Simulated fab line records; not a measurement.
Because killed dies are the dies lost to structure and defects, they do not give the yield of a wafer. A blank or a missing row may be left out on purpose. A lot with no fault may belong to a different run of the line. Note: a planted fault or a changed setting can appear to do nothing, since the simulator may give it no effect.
fab line records	flow rit_cmos
[record] lots = 5	wafers = 15	last_day = 7
route steps=202 shown CONTACT@172 M1@184
lots that met no fault: from a run of the same line without faults
start_h: start of the lot's first displayed wafer, in hours after the record's first day	wait_h: hours from the lot's prior step to this one	" unchanged from the row above	L1.1+2: one row covering several wafers at once	- no value present, or no start provided	* or withheld: withheld	< > ~ a bound
route shown NAME@n: names a module that has steps shown in the file, with the first one's number in the route	usual: mean/standard deviation taken from wafers without a fault	same: alike in all rows	chamber/n: place in a boat	sites: readings site by site	_std_site: standard deviation across them	_edge_site: outer sites' mean less inner sites'	radius_mm: for every site, how far away it sits from the centre of the wafer	mask NAME#n: copy n	behind: the most recent tool/chamber to have shaped the wafer	hold: the reason the lot was held/the length of the hold in hours/how it ended	device: the n, p or np transistor that did not switch	end of line: the same wafers' tests at the end of the route	a step given without rows: its recipe and nothing more	killed: dies that structure and defects cost at the first sort, which is not the same as the wafer's yield	map: the dies of a wafer, with x for killed, . for not killed, _ for no die there
set.NAME: the setting as run; set.NAME@STEP: as run at that earlier step	model.NAME: the simulator's own value behind a step, which no gauge read
lots seen at some steps along the route; tables by step, rows by wafer
services: the hour from which a tool's chamber was out of use, counted from the record's first day as start_h (under 0 if before that day), plus the number of hours and why
[[steps]]
[step RIT_CONTACT_SOFTBAKE_04]
[recipe] resist = NOVOLAK	temp_c = 90	time_s = 60
[step RIT_CONTACT_EXPOSE_05]
[recipe] mask_id = M11	na = 0.6	source_shape = conventional	sigma_outer = 0.5	target_cd_nm = 1000	dose_mj = 250
[step RIT_CONTACT_PEB_06]
[recipe] resist = NOVOLAK	temp_c = withheld	time_s = withheld
[step RIT_CONTACT_DEVELOP_07]
[recipe] resist = NOVOLAK	develop_time_s = 120	dev_temp_c = 23
[step RIT_CONTACT_CD_MEAS_08]
[recipe] target_cd_nm = 1000
[usual] cd_nm = 1000.5/2.1
lot.wafer	tool	chamber	start_h	wait_h	cd_nm
L199.3	cd_sem-02	-	58.56	-	1001.9
L199.5	"	-	"	"	1002.2
L199.6	"	-	"	"	1002.3
L202.2	cd_sem-02	-	68.94	-	998.3
L202.3	"	-	"	"	1000.7
L202.5	"	-	"	"	999.5
L210.2	cd_sem-02	-	110.55	-	1001.0
L210.4	"	-	"	"	1002.2
L210.6	"	-	"	"	1001.0
L215.4	cd_sem-01	-	136.88	-	1002.3
L215.5	"	-	"	"	1001.1
L215.6	"	-	"	"	1001.8
L219.1	cd_sem-01	-	157.79	-	997.7
L219.2	"	-	"	"	998.7
L219.4	"	-	"	"	997.2
[step RIT_CONTACT_OVL_MEAS_09]
[usual] CONTACT_OVL = 1.2/1.5
lot.wafer	tool	chamber	start_h	wait_h	CONTACT_OVL[nm]
L199.3	overlay-01	-	58.65	0.1	1.3
L199.5	"	-	"	"	0.3
L199.6	"	-	"	"	1.3
L202.2	overlay-02	-	69.05	0.1	1.9
L202.3	"	-	"	"	1.6
L202.5	"	-	"	"	3.7
L210.2	overlay-01	-	110.66	0.1	3.5
L210.4	"	-	"	"	2.0
L210.6	"	-	"	"	4.4
L215.4	overlay-02	-	136.96	0.1	0.5
L215.5	"	-	"	"	1.2
L215.6	"	-	"	"	1.2
L219.1	overlay-02	-	157.91	0.1	3.5
L219.2	"	-	"	"	2.9
L219.4	"	-	"	"	1.9
[step RIT_CONTACT_HARDBAKE_10]
[recipe] resist = NOVOLAK	temp_c = 140	time_s = 60
[step RIT_CONTACT_ETCH_11]
[recipe] target_depth_a = 4800	over_etch_frac = 0.2	stop_on = TiSi2	chemistry = CHF3/CF4/Ar	target = SiO2	CHF3_flow_sccm = 50	cf4_flow_sccm = 10	Ar_flow_sccm = 100	O2_flow_sccm = 5	pressure_mtorr = 100	rf_w = 200	time_s = 320
[usual] cf4_flow_sccm = 9.998/0.027	drypump_motor_current_A = 5.9/0.63	mfc_ar_sccm = 99.99/0.28	oes_product_au = 0.992/0.015	throttle_valve_pct = 8.76/0.097
lot.wafer	tool	chamber	start_h	wait_h	cf4_flow_sccm	drypump_motor_current_A	mfc_ar_sccm	oes_product_au	rf_hours_counter_h	throttle_valve_pct
L199.3	rie_diel-01	1	58.83	0.1	10.033	5.9	100.29	0.992	39	8.77
L199.5	"	2	"	"	9.937	4.6	99.47	0.967	-	8.72
L199.6	"	1	"	"	10.010	5.9	99.96	0.984	-	8.76
L202.2	rie_diel-02	1	69.23	0.1	9.964	6.7	99.88	1.007	32	8.81
L202.3	"	0	"	"	9.956	6.0	100.50	0.990	5	8.81
L202.5	"	1	"	"	10.026	6.7	100.11	1.001	-	8.80
L210.2	rie_diel-01	3	110.84	0.1	10.017	6.5	100.31	0.998	147	8.86
L210.4	"	2	"	"	10.011	4.6	99.99	0.966	16	8.71
L210.6	"	3	"	"	9.976	6.5	100.41	1.003	-	8.83
L215.4	rie_diel-03	1	137.29	0.1	10.008	5.9	100.10	0.998	1	8.85
L215.5	"	3	"	"	10.025	5.9	99.95	0.969	-	8.61
L215.6	"	2	"	"	10.038	6.0	99.77	1.000	-	8.79
L219.1	rie_diel-01	0	158.10	0.1	9.986	6.0	100.19	1.012	1	8.63
L219.2	"	3	"	"	9.995	6.6	99.73	1.005	148	8.84
L219.4	"	1	"	"	10.021	5.9	100.18	0.998	42	8.78
[step RIT_CONTACT_STRIP_12]
[recipe] chemistry = O2	time_s = 180	resist = NOVOLAK	platen_temp_c = withheld	power_w = 500	pressure_mtorr = 4000	o2_flow_sccm = 4000
[usual] drypump_motor_current_A = 5.8/0.53
lot.wafer	tool	chamber	start_h	wait_h	drypump_motor_current_A	rf_hours_counter_h
L199.3	plasma_asher-02	0	59.08	0.2	6.5	-
L199.5	"	0	"	"	6.5	-
L199.6	"	1	"	"	5.1	-
L202.2	plasma_asher-02	1	69.42	0.1	5.2	44
L202.3	"	0	"	"	6.6	-
L202.5	"	0	"	"	6.5	-
L210.2	plasma_asher-01	1	111.03	0.1	6.1	27
L210.4	"	0	"	"	5.6	-
L210.6	"	0	"	"	5.6	-
L215.4	plasma_asher-03	0	137.55	0.2	6.0	-
L215.5	"	0	"	"	6.0	-
L215.6	"	1	"	"	5.2	-
L219.1	plasma_asher-02	1	158.29	0.1	5.1	54
L219.2	"	0	"	"	6.5	54
L219.4	"	1	"	"	5.1	-
[step RIT_CONTACT_CD_MEAS_90]
[recipe] target_cd_nm = 1000
[usual] cd_nm = 1000.5/2
lot.wafer	tool	chamber	start_h	wait_h	cd_nm
L199.3	cd_sem-01	-	59.24	0.1	1001.5
L199.5	"	-	"	"	1002.0
L199.6	"	-	"	"	1002.7
L202.2	cd_sem-01	-	69.62	0.1	998.4
L202.3	"	-	"	"	1001.0
L202.5	"	-	"	"	999.7
L210.2	cd_sem-01	-	111.23	0.1	1000.7
L210.4	"	-	"	"	1001.9
L210.6	"	-	"	"	1000.7
L215.4	cd_sem-01	-	137.72	0.1	1002.5
L215.5	"	-	"	"	1001.3
L215.6	"	-	"	"	1002.4
L219.1	cd_sem-02	-	158.47	0.1	997.8
L219.2	"	-	"	"	998.4
L219.4	"	-	"	"	997.3
[step RIT_CONTACT_CLEAN_13]
[recipe] chemistry = SC1	mix = 3:3:50	time_s = 600	temp_c = 75
[step RIT_CONTACT_CLEAN_14]
[recipe] chemistry = SC2	mix = 3:3:50	time_s = 600	temp_c = 75	dry = n2_spin
[step RIT_M1_SPUTTER_00]
[recipe] material = Al	target_thk_nm = 400	power_w = 2000	chamber_pressure_pa = 0.4	gas = Ar	time_s = 500	substrate_temp_c = 25
[usual] chamber_pressure_pa = 0.4000/0.00094	throttle_valve_pct = 30.5/0.96
lot.wafer	tool	chamber	start_h	wait_h	chamber_pressure_pa	throttle_valve_pct	model.Al_of_M1_SPUTTER_00.thk_nm
L199.3	pvd_sputter-02	-	59.68	0.0	0.4012	30.9	404
L199.5	"	-	"	"	0.4003	30.9	404.5
L199.6	"	-	"	"	0.3990	32.0	403.9
L202.2	pvd_sputter-04	-	70.07	0.0	0.3985	30.0	405.7
L202.3	"	-	"	"	0.4005	29.4	403.7
L202.5	"	-	"	"	0.4007	30.9	406.6
L210.2	pvd_sputter-02	-	111.68	0.0	0.4004	30.9	405.5
L210.4	"	-	"	"	0.3986	30.9	412.1
L210.6	"	-	"	"	0.4011	31.1	403.7
L215.4	pvd_sputter-03	-	138.13	0.0	0.4008	30.2	407.2
L215.5	"	-	"	"	0.4005	28.7	412.4
L215.6	"	-	"	"	0.3997	30.6	409.3
L219.1	pvd_sputter-03	-	158.97	0.0	0.3997	30.1	406.1
L219.2	"	-	"	"	0.4019	31.1	405.5
L219.4	"	-	"	"	0.3992	30.3	406.5
[step RIT_M1_RS_MEAS_01]
[recipe] thk_meas_gauge = four-point-probe	reads = Al_of_M1_SPUTTER_00
[usual] M1_AL_RS = 0.0729/0.00084
lot.wafer	tool	chamber	start_h	wait_h	M1_AL_RS[ohm/sq]
L199.3	film_metro-01	-	60.02	0.2	0.0727
L199.5	"	-	"	"	0.0725
L199.6	"	-	"	"	0.0725
L202.2	film_metro-01	-	70.38	0.2	0.0724
L202.3	"	-	"	"	0.0726
L202.5	"	-	"	"	0.0722
L210.2	film_metro-01	-	111.99	0.2	0.0725
L210.4	"	-	"	"	0.0710
L210.6	"	-	"	"	0.0726
L215.4	film_metro-04	-	138.49	0.2	0.0720
L215.5	"	-	"	"	0.0711
L215.6	"	-	"	"	0.0718
L219.1	film_metro-01	-	159.26	0.1	0.0723
L219.2	"	-	"	"	0.0724
L219.4	"	-	"	"	0.0722
[step RIT_M1_THK_MEAS_02]
[recipe] thk_meas_gauge = xrf	reads = Al_of_M1_SPUTTER_00
[usual] M1_AL_THK = 399/5.9
lot.wafer	tool	chamber	start_h	wait_h	M1_AL_THK[nm]
L199.3	film_metro-01	-	60.12	0.1	396
L199.5	"	-	"	"	395
L199.6	"	-	"	"	394
L202.2	film_metro-01	-	70.49	0.1	398
L202.3	"	-	"	"	394
L202.5	"	-	"	"	398
L210.2	film_metro-01	-	112.10	0.1	398
L210.4	"	-	"	"	406
L210.6	"	-	"	"	395
L215.4	film_metro-04	-	138.58	0.1	407
L215.5	"	-	"	"	412
L215.6	"	-	"	"	411
L219.1	film_metro-01	-	159.38	0.1	402
L219.2	"	-	"	"	397
L219.4	"	-	"	"	400
[step RIT_M1_HMDS_03]
[recipe] prime_time_s = 60	prime_temp_c = 140
[step RIT_M1_COAT_04]
[recipe] resist = NOVOLAK	spin_rpm = 2000	resist_thk_nm = 1300
[step RIT_M1_SOFTBAKE_05]
[recipe] resist = NOVOLAK	temp_c = 90	time_s = 60
[step RIT_M1_EXPOSE_06]
[recipe] mask_id = M12	na = 0.6	source_shape = conventional	sigma_outer = 0.5	target_cd_nm = 2600	dose_mj = 250
[step RIT_M1_PEB_07]
[recipe] resist = NOVOLAK	temp_c = withheld	time_s = withheld
[step RIT_M1_DEVELOP_08]
[recipe] resist = NOVOLAK	develop_time_s = 68	dev_temp_c = 23
[step RIT_M1_CD_MEAS_09]
[recipe] target_cd_nm = 2600
[usual] cd_nm = 2600.0/2.1
lot.wafer	tool	chamber	start_h	wait_h	cd_nm
L199.3	cd_sem-01	-	61.08	-	2601.0
L199.5	"	-	"	"	2600.7
L199.6	"	-	"	"	2601.2
L202.2	cd_sem-02	-	71.56	-	2595.5
L202.3	"	-	"	"	2596.4
L202.5	"	-	"	"	2595.7
L210.2	cd_sem-02	-	113.46	-	2598.2
L210.4	"	-	"	"	2598.5
L210.6	"	-	"	"	2597.5
L215.4	cd_sem-01	-	139.55	-	2598.1
L215.5	"	-	"	"	2600.9
L215.6	"	-	"	"	2597.6
L219.1	cd_sem-01	-	160.32	-	2598.1
L219.2	"	-	"	"	2598.1
L219.4	"	-	"	"	2597.7
[step RIT_M1_OVL_MEAS_10]
[usual] M1_OVL = 1.0/1.2
lot.wafer	tool	chamber	start_h	wait_h	M1_OVL[nm]
L199.3	overlay-02	-	61.17	0.1	3.0
L199.5	"	-	"	"	2.6
L199.6	"	-	"	"	2.9
L202.2	overlay-01	-	71.67	0.1	-0.2
L202.3	"	-	"	"	0.5
L202.5	"	-	"	"	0.8
L210.2	overlay-01	-	113.56	0.1	1.1
L210.4	"	-	"	"	2.2
L210.6	"	-	"	"	2.6
L215.4	overlay-02	-	139.62	0.1	-0.5
L215.5	"	-	"	"	-0.5
L215.6	"	-	"	"	1.2
L219.1	overlay-01	-	160.44	0.1	0.9
L219.2	"	-	"	"	0.5
L219.4	"	-	"	"	0.3
[step RIT_M1_HARDBAKE_11]
[recipe] resist = NOVOLAK	temp_c = 140	time_s = 120
[step RIT_M1_METAL_ETCH_12]
[recipe] stop_on = SiO2	chemistry = Cl2/BCl3	target = Al	time_s = 165	over_etch_frac = 0.5	pressure_mtorr = 100	target_depth_a = 6000	rf_w = 250	Cl2_flow_sccm = 60	bcl3_flow_sccm = 50
[usual] drypump_motor_current_A = 5.8/0.49	oes_product_au = 0.779/0.012	throttle_valve_pct = 8.31/0.1
lot.wafer	tool	chamber	start_h	wait_h	drypump_motor_current_A	oes_product_au	rf_hours_counter_h	throttle_valve_pct	model.etch.depth_nm	model.M1.feature_depth_nm
L199.3	rie_metal-01	1	61.50	0.2	4.9	0.794	-	8.30	404	436.8
L199.5	"	0	"	"	6.0	0.764	-	8.31	404.5	437.6
L199.6	"	1	"	"	5.0	0.794	-	8.28	403.9	436.6
L202.2	rie_metal-01	1	71.95	0.2	4.9	0.786	4	8.27	405.7	438
L202.3	"	1	"	"	5.0	0.790	-	8.30	403.7	436.3
L202.5	"	1	"	"	5.0	0.801	-	8.29	406.6	439.2
L210.2	rie_metal-02	0	113.84	0.2	5.8	0.770	1	8.43	405.5	438.4
L210.4	"	0	"	"	5.8	0.782	-	8.44	412.1	445
L210.6	"	0	"	"	5.8	0.769	-	8.43	403.7	436.5
L215.4	rie_metal-02	1	139.95	0.1	5.8	0.789	-	8.15	407.2	440.3
L215.5	"	0	"	"	5.8	0.784	-	8.43	412.4	445.6
L215.6	"	1	"	"	5.8	0.796	-	8.19	409.3	442.8
L219.1	rie_metal-04	0	160.73	0.2	6.2	0.789	0	8.46	406.1	438
L219.2	"	1	"	"	6.5	0.780	0	8.21	405.5	437.1
L219.4	"	1	"	"	6.5	0.779	-	8.21	406.5	438.2
[step RIT_M1_STRIP_13]
[recipe] chemistry = nmp	resist = NOVOLAK	temp_c = 80	time_s = 600	dry = n2_spin
[step RIT_M1_PROBE_99]
[usual] defect_limited_yield = 97.5/1.1	killed_at_contacts = 0.1/0.23	killed_at_front_end = 7/3	killed_dies = 7/3	killed_open = 3.3/1.8	killed_short = 3.3/2.2	sort_bin_3_pad_short = 0.1/0.23	sort_bin_5_function = 1.5/0.83	sort_bin_6_memory = 0.9/0.6	sort_n_pass = 257/3	sort_yield_pct = 97.5/1.1
[same] gross_dies = 264	killed_at_M0_to_M3 = 0	killed_at_M4_up = 0	killed_at_back_side = 0	killed_at_other = 0
lot.wafer	tool	chamber	start_h	wait_h	defect_limited_yield[%]	killed_at_contacts	killed_at_front_end	killed_dies	killed_open	killed_short	sort_bin_3_pad_short[%]	sort_bin_5_function[%]	sort_bin_6_memory[%]	sort_n_pass	sort_yield_pct[%]	model.etest.m1.rs_ohm_sq
L199.3	prober-01	-	63.80	0.2	97.3	0	7	7	2	5	0	1.9	0.8	257	97.3	0.07148
L199.5	prober-01	-	63.90	0.2	97.0	0	8	8	5	3	0	1.5	1.5	256	97.0	0.0721
L199.6	prober-01	-	63.95	0.2	98.1	0	5	5	4	1	0.4	0.8	0.8	259	98.1	0.07192
L202.2	prober-02	-	74.25	0.1	98.5	0	4	4	3	1	0	1.5	0	260	98.5	0.07114
L202.3	prober-02	-	74.30	0.2	97.7	0	6	6	4	2	0	1.9	0.4	258	97.7	0.07223
L202.5	prober-02	-	74.40	0.2	99.2	0	2	2	1	1	0	0.4	0.4	262	99.2	0.07112
L210.2	prober-01	-	116.15	0.1	96.2	0	10	10	3	7	0	2.7	1.1	254	96.2	0.07144
L210.4	prober-01	-	116.25	0.2	97.0	0	8	8	5	3	0	2.3	0.8	256	97.0	0.07088
L210.6	prober-01	-	116.35	0.2	99.2	1	1	2	1	1	0	0.8	0	262	99.2	0.07195
L215.4	prober-02	-	142.30	0.2	97.3	0	7	7	6	1	0	1.5	1.1	257	97.3	0.07182
L215.5	prober-02	-	142.35	0.2	94.3	1	14	15	4	11	0.4	3.4	1.9	249	94.3	0.06999
L215.6	prober-02	-	142.40	0.2	96.2	0	10	10	8	2	0	2.7	1.1	254	96.2	0.07138
L219.1	prober-02	-	163.00	0.1	95.8	0	11	11	5	6	0	2.7	1.5	253	95.8	0.07174
L219.2	prober-02	-	163.05	0.1	97.7	0	6	6	1	5	0.4	0.8	1.1	258	97.7	0.07111
L219.4	prober-02	-	163.15	0.2	94.7	0	14	14	6	8	0.4	2.7	2.3	250	94.7	0.0715
// killed by level:class
L199.3 GATE:geometric_particle:short=3 FOX1:geometric_particle:short=1 GATE:geometric_particle:open=1 SILICIDE:geometric_particle:open=1 SILICIDE:geometric_particle:short=1
L199.5 GATE:geometric_particle:open=3 GATE:geometric_particle:short=2 FOX2:geometric_particle:open=1 SPACER:geometric_particle:open=1 SPACER:geometric_particle:short=1
L199.6 GATE:geometric_particle:open=2 SPACER:geometric_particle:open=2 FOX2:geometric_particle:short=1
L202.2 GATE:geometric_particle:open=2 FOX2:geometric_particle:open=1 GATE:geometric_particle:short=1
L202.3 REOX:geometric_particle:short=2 FOX2:geometric_particle:open=1 GATE:geometric_particle:open=1 SPACER:geometric_particle:open=1 SILICIDE:geometric_particle:open=1
L202.5 SPACER:geometric_particle:open=1 SPACER:geometric_particle:short=1
L210.2 REOX:geometric_particle:short=3 GATE:geometric_particle:short=2 GATE:geometric_particle:open=1 SPACER:geometric_particle:short=1 SPACER:geometric_particle:open=1 SILICIDE:geometric_particle:short=1 SILICIDE:geometric_particle:open=1
L210.4 GATE:geometric_particle:open=4 FOX1:geometric_particle:short=2 SPACER:geometric_particle:short=1 SILICIDE:geometric_particle:open=1
L210.6 GATE:geometric_particle:short=1 CONTACT:geometric_particle:open=1
L215.4 FOX1:geometric_particle:open=2 GATE:geometric_particle:open=2 GATE:geometric_particle:short=1 REOX:geometric_particle:open=1 SPACER:geometric_particle:open=1
L215.5 FOX1:geometric_particle:short=3 FOX2:geometric_particle:short=2 SPACER:geometric_particle:open=2 SILICIDE:geometric_particle:short=2 FOX1:geometric_particle:open=1 GATE:geometric_particle:short=1 REOX:geometric_particle:open=1 REOX:geometric_particle:short=1
L215.6 FOX1:geometric_particle:open=4 FOX1:geometric_particle:short=1 FOX2:geometric_particle:short=1 GATE:geometric_particle:open=1 REOX:geometric_particle:open=1 SPACER:geometric_particle:open=1 SILICIDE:geometric_particle:open=1
L219.1 FOX2:geometric_particle:open=3 FOX1:geometric_particle:short=2 REOX:geometric_particle:short=2 GATE:geometric_particle:short=1 GATE:geometric_particle:open=1 REOX:geometric_particle:open=1 SPACER:geometric_particle:short=1
L219.2 FOX2:geometric_particle:short=2 FOX1:geometric_particle:open=1 GATE:geometric_particle:short=1 REOX:geometric_particle:short=1 SPACER:geometric_particle:short=1
L219.4 FOX1:geometric_particle:short=4 GATE:geometric_particle:open=2 SILICIDE:geometric_particle:open=2 GATE:geometric_particle:short=1 REOX:geometric_particle:short=1 REOX:geometric_particle:open=1 SPACER:geometric_particle:short=1 SPACER:geometric_particle:open=1
[[services]]
tool	chamber	start_h	hours	kind
rie_diel-03	1	52.89	18.1	repair
rie_diel-02	3	68.64	-	clean
rie_diel-02	3	68.64	20.6	scheduled_down
rie_diel-02	3	68.64	20.6	vent_cycle
rie_diel-03	1	70.97	-	clean
rie_diel-03	1	70.97	13.4	scheduled_down
rie_diel-03	1	70.97	13.4	vent_cycle
rie_metal-02	-	82.77	1.4	pm
rie_diel-03	0	85.92	16.2	repair
rie_metal-02	-	87.37	15.6	pm
rie_diel-01	0	87.76	5.4	repair
rie_diel-01	0	93.16	-	clean
rie_diel-01	0	93.16	12.9	scheduled_down
rie_diel-01	0	93.16	12.9	vent_cycle
rie_metal-04	-	109.57	0.1	repair
rie_diel-02	0	119.41	8.8	repair
rie_metal-01	-	133.48	1.4	pm
rie_metal-04	-	136.12	20.0	pm
rie_metal-04	0	136.12	20.0	vent_cycle
pvd_sputter-02	-	138.72	1.9	repair
pvd_sputter-04	-	151.10	10.1	repair
rie_diel-01	3	159.62	-	clean
rie_diel-01	3	159.62	24.0	scheduled_down
rie_diel-01	3	159.62	24.0	vent_cycle
[[key]]
first_sign none at tools or gauges
[model_effect] step = RIT_M1_SPUTTER_00	value = Al_of_M1_SPUTTER_00.thk_nm	without = 401.8	struck = 412.1
[model_effect] step = RIT_M1_METAL_ETCH_12	value = etch.depth_nm	without = 401.8	struck = 412.1
[model_effect] step = RIT_M1_PROBE_99	value = etest.m1.rs_ohm_sq	without = 0.07268	struck = 0.07088
met_at RIT_M1_SPUTTER_00
struck_wafers L210.4
onset_between 59.68 111.68
[fault] kind = process_parameter_drift	tool = pvd_sputter-02	chamber = -	onset_h = 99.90	steps = RIT_M1_SPUTTER_00	channel = time_s	offset = *	shape = step	end_h = 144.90	stated = *	scope = struck_wafers_only
